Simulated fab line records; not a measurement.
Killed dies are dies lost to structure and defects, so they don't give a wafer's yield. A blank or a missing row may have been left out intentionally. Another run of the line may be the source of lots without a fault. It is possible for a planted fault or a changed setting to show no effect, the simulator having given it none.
Split-lot trial + flow berkeley_cmos170 + 23 wafers read across 5 lots, on a route 331 steps long

## ON THE SPLIT
At UCB170_M2_EXPOSE_12 (exposes mask METAL2, target cd 700 nm), the setting dose_mj was moved away from the recipe's 26 on 12 of the 23 wafers read, by -2.6% to +6.5%. This setting was run at the recipe's value on the other wafers.

## FROM THE SPLIT TO THE READING: what the file shows between them, 6 steps
- UCB170_M2_PEB_13
- UCB170_M2_DEVELOP_14: develop time 45 s
- UCB170_M2_CD_MEAS_15: target cd 700 nm
- UCB170_M2_ETCH_17: etches BARC in N2/H2
- UCB170_M2_METAL_ETCH_18: etches Al in Cl2/BCl3, stops on SiO2, target depth 1170 nm, time 195 s
- UCB170_M2_STRIP_19: strips in O2

## THE READING
Shown in nm: cd_nm at UCB170_M2_CD_MEAS_90, with target cd 700 nm. Fault-free wafers of this fab line usually give 699.0 nm, standard deviation 2.7 nm.

| wafer  | tool, chamber at the split | dose_mj as run | against the recipe | cd_nm, nm | against lot-mates on the recipe |
|--------|----------------------------|----------------|--------------------|-----------|---------------------------------|
| L074.1 | krf_scanner-02, 0          | 26             | recipe             | 695.4     | -                               |
| L074.5 | krf_scanner-02, 0          | 26             | recipe             | 698.9     | -                               |
| L074.6 | krf_scanner-02, 0          | 26             | recipe             | 695.2     | -                               |
| L076.1 | krf_scanner-01, 0          | 27.11          | +4.3%              | 688.6     | -8.2                            |
| L076.2 | krf_scanner-01, 0          | 26             | recipe             | 697.3     | -                               |
| L076.3 | krf_scanner-01, 0          | 27.11          | +4.3%              | 690.9     | -5.9                            |
| L076.4 | krf_scanner-01, 0          | 26             | recipe             | 696.4     | -                               |
| L076.6 | krf_scanner-01, 0          | 27.11          | +4.3%              | 689.1     | -7.7                            |
| L077.2 | krf_scanner-02, 0          | 27.69          | +6.5%              | 687.4     | -13.1                           |
| L077.3 | krf_scanner-02, 0          | 26             | recipe             | 698.1     | -                               |
| L077.4 | krf_scanner-02, 0          | 27.69          | +6.5%              | 689.3     | -11.2                           |
| L077.5 | krf_scanner-02, 0          | 26             | recipe             | 703.0     | -                               |
| L077.6 | krf_scanner-02, 0          | 27.69          | +6.5%              | 688.1     | -12.4                           |
| L081.1 | krf_scanner-01, 0          | 26             | recipe             | 699.5     | -                               |
| L081.2 | krf_scanner-01, 0          | 27.03          | +4.0%              | 695.4     | -3.0                            |
| L081.3 | krf_scanner-01, 0          | 27.03          | +4.0%              | 691.6     | -6.8                            |
| L081.5 | krf_scanner-01, 0          | 26             | recipe             | 697.3     | -                               |
| L081.6 | krf_scanner-01, 0          | 27.03          | +4.0%              | 693.8     | -4.6                            |
| L084.1 | krf_scanner-01, 0          | 25.33          | -2.6%              | 704.4     | +4.9                            |
| L084.3 | krf_scanner-01, 0          | 25.33          | -2.6%              | 704.3     | +4.8                            |
| L084.4 | krf_scanner-01, 0          | 25.33          | -2.6%              | 702.1     | +2.6                            |
| L084.5 | krf_scanner-01, 0          | 26             | recipe             | 697.7     | -                               |
| L084.6 | krf_scanner-01, 0          | 26             | recipe             | 701.3     | -                               |

THE FIT
A straight line over all 23 wafers: cd_nm changes by -1.66 nm for each +1% of dose_mj; r = -0.92; the points scatter about the line by 2.1 nm.
The same after taking each lot's own level away (the mean of its wafers on the recipe; 23 wafers): -1.71 nm for each +1%; r = -0.95; scatter 1.7 nm.
On that fit, the largest move of dose_mj shifts the reading by 11 nm.
Measured against the standard deviation above, the lots' own levels, which go from 696.50 to 700.55 nm, span 1.5 times it.
The two slopes agree, so the slope changes little with the lot-to-lot level.
Check: with one of the wafers moved furthest among these (+6.5%) left out of the fit, the line predicts -10.6 nm for it against its lot-mates. It came out at -13.1 nm against them.

## THE WHOLE CHAIN: every reading that the file lists as answering this split, in the file's order
| step                    | what it does                                                           | reading                                                   | change (the file's fit)              | r (the file's) |
|-------------------------|------------------------------------------------------------------------|-----------------------------------------------------------|--------------------------------------|----------------|
| UCB170_M2_CD_MEAS_15    | target cd 700 nm                                                       | cd_nm                                                     | -1.69 nm for each +1% of the setting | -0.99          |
| UCB170_M2_ETCH_17       | etches BARC in N2/H2                                                   | M2.cd_nm (the simulator's own value, which no gauge read) | -1.82 nm for each +1% of the setting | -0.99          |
| UCB170_M2_METAL_ETCH_18 | etches Al in Cl2/BCl3, stops on SiO2, target depth 1170 nm, time 195 s | M2.cd_nm (the simulator's own value, which no gauge read) | -1.65 nm for each +1% of the setting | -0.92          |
| UCB170_M2_CD_MEAS_90    | target cd 700 nm                                                       | cd_nm                                                     | -1.7 nm for each +1% of the setting  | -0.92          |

## FILE'S OWN FIT
cd_nm changes by -1.7 nm for each +1% of dose_mj, r = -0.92.
